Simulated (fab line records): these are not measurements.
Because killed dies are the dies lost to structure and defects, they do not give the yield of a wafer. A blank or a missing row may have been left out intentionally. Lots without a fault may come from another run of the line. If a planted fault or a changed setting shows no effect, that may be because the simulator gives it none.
Commonality check across tools || flow ritCmos || Lots sampled 15, wafers sampled 45

WHY THIS WAS OPENED
Of 15 lots, 3 have the reading FOX2_OXIDE_THK flagged at RIT_FOX2_THK_MEAS_01. Fault-free wafers read 349 nm, with a standard deviation of 7.3.
Rule: flag the lot when none of its wafers has a number, or when each of its wafers that has one lies beyond 4 standard deviations from that mean. The rest of the lots are taken to be sound.

{"lot": "L544", "measured": "day 1 21:01", "on": "filmMetro-04", "FOX2_OXIDE_THK (nm), wafer by wafer": "346 342 340", "flag": ""}
{"lot": "L545", "measured": "day 2 01:07", "on": "filmMetro-02", "FOX2_OXIDE_THK (nm), wafer by wafer": "341 344 342", "flag": ""}
{"lot": "L546", "measured": "day 2 05:02", "on": "filmMetro-02", "FOX2_OXIDE_THK (nm), wafer by wafer": "350 349 343", "flag": ""}
{"lot": "L547", "measured": "day 2 10:37", "on": "filmMetro-04", "FOX2_OXIDE_THK (nm), wafer by wafer": "352 354 355", "flag": ""}
{"lot": "L548", "measured": "day 2 17:59", "on": "filmMetro-03", "FOX2_OXIDE_THK (nm), wafer by wafer": "352 361 360", "flag": ""}
{"lot": "L549", "measured": "day 2 21:38", "on": "filmMetro-04", "FOX2_OXIDE_THK (nm), wafer by wafer": "352 347 345", "flag": ""}
{"lot": "L552", "measured": "day 3 12:08", "on": "filmMetro-03", "FOX2_OXIDE_THK (nm), wafer by wafer": "351 351 353", "flag": ""}
{"lot": "L554", "measured": "day 3 20:28", "on": "filmMetro-02", "FOX2_OXIDE_THK (nm), wafer by wafer": "367 364 361", "flag": ""}
{"lot": "L555", "measured": "day 4 01:27", "on": "filmMetro-04", "FOX2_OXIDE_THK (nm), wafer by wafer": "414 411 415", "flag": "FLAGGED"}
{"lot": "L556", "measured": "day 4 13:54", "on": "filmMetro-02", "FOX2_OXIDE_THK (nm), wafer by wafer": "334 342 343", "flag": ""}
{"lot": "L557", "measured": "day 4 20:44", "on": "filmMetro-02", "FOX2_OXIDE_THK (nm), wafer by wafer": "350 343 346", "flag": ""}
{"lot": "L558", "measured": "day 4 23:34", "on": "filmMetro-02", "FOX2_OXIDE_THK (nm), wafer by wafer": "401 400 399", "flag": "FLAGGED"}
{"lot": "L559", "measured": "day 5 03:26", "on": "filmMetro-03", "FOX2_OXIDE_THK (nm), wafer by wafer": "404 406 408", "flag": "FLAGGED"}
{"lot": "L560", "measured": "day 5 08:46", "on": "filmMetro-04", "FOX2_OXIDE_THK (nm), wafer by wafer": "345 344 344", "flag": ""}
{"lot": "L567", "measured": "day 6 16:21", "on": "filmMetro-04", "FOX2_OXIDE_THK (nm), wafer by wafer": "351 351 357", "flag": ""}
Average over the flagged lots: 406 nm; offset from the usual +57 nm, equal to +8 standard deviations.

EACH LOT AND THE TOOL IT RAN ON
The record keeps 1 process step preceding the reading, out of 202 steps on the route. In each cell: the tool, then ch and the chambers that the sampled wafers went through, then the start.
{"lot": "L544", "flag": "", "RIT_FOX2_OXIDATION_00": "furnace-03 ch 0, day 1 19:42"}
{"lot": "L545", "flag": "", "RIT_FOX2_OXIDATION_00": "furnace-01 ch 0, day 1 23:47"}
{"lot": "L546", "flag": "", "RIT_FOX2_OXIDATION_00": "furnace-04 ch 0, day 2 03:43"}
{"lot": "L547", "flag": "", "RIT_FOX2_OXIDATION_00": "furnace-01 ch 0, day 2 09:16"}
{"lot": "L548", "flag": "", "RIT_FOX2_OXIDATION_00": "furnace-03 ch 0, day 2 16:40"}
{"lot": "L549", "flag": "", "RIT_FOX2_OXIDATION_00": "furnace-04 ch 0, day 2 20:17"}
{"lot": "L552", "flag": "", "RIT_FOX2_OXIDATION_00": "furnace-03 ch 0, day 3 10:49"}
{"lot": "L554", "flag": "", "RIT_FOX2_OXIDATION_00": "furnace-03 ch 0, day 3 19:08"}
{"lot": "L555", "flag": "FLAGGED", "RIT_FOX2_OXIDATION_00": "furnace-03 ch 0, day 4 00:08"}
{"lot": "L556", "flag": "", "RIT_FOX2_OXIDATION_00": "furnace-01 ch 0, day 4 12:34"}
{"lot": "L557", "flag": "", "RIT_FOX2_OXIDATION_00": "furnace-04 ch 0, day 4 19:24"}
{"lot": "L558", "flag": "FLAGGED", "RIT_FOX2_OXIDATION_00": "furnace-03 ch 0, day 4 22:15"}
{"lot": "L559", "flag": "FLAGGED", "RIT_FOX2_OXIDATION_00": "furnace-03 ch 0, day 5 02:07"}
{"lot": "L560", "flag": "", "RIT_FOX2_OXIDATION_00": "furnace-01 ch 0, day 5 07:25"}
{"lot": "L567", "flag": "", "RIT_FOX2_OXIDATION_00": "furnace-01 ch 0, day 6 15:00"}
These steps, and what they do:
- RIT_FOX2_OXIDATION_00: target thk 350.7 nm, ox time 1130 s.
- RIT_FOX2_THK_MEAS_01

FLAGGED OVER TOTAL, TOOL BY TOOL (the gauges that took the reading come last)
{"step": "RIT_FOX2_OXIDATION_00", "tool": "furnace-01", "lots run": 5, "flagged": 0, "share of the flagged lots": "none", "sound lots run after its first flagged lot": "-"}
{"step": "RIT_FOX2_OXIDATION_00", "tool": "furnace-03", "lots run": 7, "flagged": 3, "share of the flagged lots": "all", "sound lots run after its first flagged lot": 0}
{"step": "RIT_FOX2_OXIDATION_00", "tool": "furnace-04", "lots run": 3, "flagged": 0, "share of the flagged lots": "none", "sound lots run after its first flagged lot": "-"}
{"step": "RIT_FOX2_THK_MEAS_01", "tool": "filmMetro-02", "lots run": 6, "flagged": 1, "share of the flagged lots": "some", "sound lots run after its first flagged lot": 0}
{"step": "RIT_FOX2_THK_MEAS_01", "tool": "filmMetro-03", "lots run": 3, "flagged": 1, "share of the flagged lots": "some", "sound lots run after its first flagged lot": 0}
{"step": "RIT_FOX2_THK_MEAS_01", "tool": "filmMetro-04", "lots run": 6, "flagged": 1, "share of the flagged lots": "some", "sound lots run after its first flagged lot": "2 (L560,L567)"}

THE TABLE: WHAT IT ALLOWS
Rows of the table that ran each flagged lot: 1, that is furnace-03 at RIT_FOX2_OXIDATION_00.
- furnace-03 at RIT_FOX2_OXIDATION_00: 3 of its 7 lots flagged. It ran its last sound lot, L554, at day 3 19:08 and its first flagged lot, L555, at day 4 00:08: a fault with its onset between the two fits. Its own readings (spikeTcCentreC, spikeTcLoadC, spikeTcSourceC, tubeCenterTempC, tube_center_temp_C_max) fall more than 4 standard deviations out on all wafers of the flagged lots.
Left over: one tool, furnace-03 at RIT_FOX2_OXIDATION_00.

WHAT WAS PUT IN BY THE SIMULATOR
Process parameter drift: furnace-03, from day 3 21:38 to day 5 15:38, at RIT_FOX2_OXIDATION_00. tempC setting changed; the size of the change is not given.
Shown lots that were struck: L555, L558, L559. Same finding as the rule above.
